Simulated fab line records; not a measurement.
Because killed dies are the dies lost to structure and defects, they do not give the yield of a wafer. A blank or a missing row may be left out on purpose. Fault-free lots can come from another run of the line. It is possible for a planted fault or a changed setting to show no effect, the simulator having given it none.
The same fault as seen by 2 desks + flow rit_cmos + only its own numbers are on each desk; what lay behind them is given at the end

== THE TOOL OWNER'S DESK: iline_stepper-01 ==
The tool's own readings at RIT_CONTACT_EXPOSE_05 (exposes mask M11, target cd 1000 nm): means of the sampled wafers that have a number, for each lot that ran on this tool. The brackets show how far a lot's mean lies from the usual mean; more than 4 standard deviations puts the lot out of limits, marked OUT.
Columns: A = stage_vel_mm_s at RIT_CONTACT_EXPOSE_05, usual 500.04 mm/s
| lot  | first seen here | A      |
|------|-----------------|--------|
| L237 | day 5 10:27     | 500.24 |
| L242 | day 6 09:17     | 500.11 |
| L246 | day 7 09:15     | 500.19 |
Finding of this desk: none of the 3 lots has anything out of limits.

== AT THE METROLOGY DESK ==
Means of the sampled wafers that have a number, per lot and without regard to the tool the lot ran on: this is what the gauges read. The brackets show how far a lot's mean lies from the usual mean; more than 4 standard deviations puts the lot out of limits, marked OUT.
Columns: A = CONTACT_OVL at RIT_CONTACT_OVL_MEAS_09, usual -0.1 nm
| lot  | first seen here | A                        |
|------|-----------------|--------------------------|
| L228 | day 3 12:50     | 0.7                      |
| L231 | day 4 05:47     | -0.0                     |
| L233 | day 4 16:23     | -0.7                     |
| L234 | day 4 19:56     | -1.0                     |
| L235 | day 5 01:37     | -1.6                     |
| L237 | day 5 11:05     | -2.1                     |
| L239 | day 5 18:11     | 1.0                      |
| L240 | day 5 22:16     | 2.3                      |
| L242 | day 6 09:54     | -151.9 (-99 or more) OUT |
| L245 | day 7 02:31     | 0.2                      |
| L247 | day 7 09:26     | 0.3                      |
| L246 | day 7 09:53     | -151.5 (-99 or more) OUT |
| L248 | day 7 15:59     | -0.2                     |
| L249 | day 7 23:45     | 2.2                      |
This desk finds L242, L246 out of limits, with the earliest case on L242 at day 6 09:54 (CONTACT_OVL at RIT_CONTACT_OVL_MEAS_09). L228, L231, L233, L234, L235, L237, L239, L240, L245, L247, L248, L249 stayed within limits.

== BROUGHT TOGETHER ==
L242, L246 would have let the metrology desk raise an alarm at day 6 09:54.
The tool owner's desk saw nothing out of limits.
Tool owner's desk: L242, L246 on record, inside its limits.
Of the lots named, all ran RIT_CONTACT_EXPOSE_05 on iline_stepper-01.

== WHAT THE SIMULATOR HAD PUT IN ==
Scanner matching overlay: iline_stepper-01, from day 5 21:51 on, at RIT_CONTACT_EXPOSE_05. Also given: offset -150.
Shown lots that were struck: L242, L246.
Time in hours between the start of the fault and the first out-of-limits reading at each desk: metrology desk, 12.
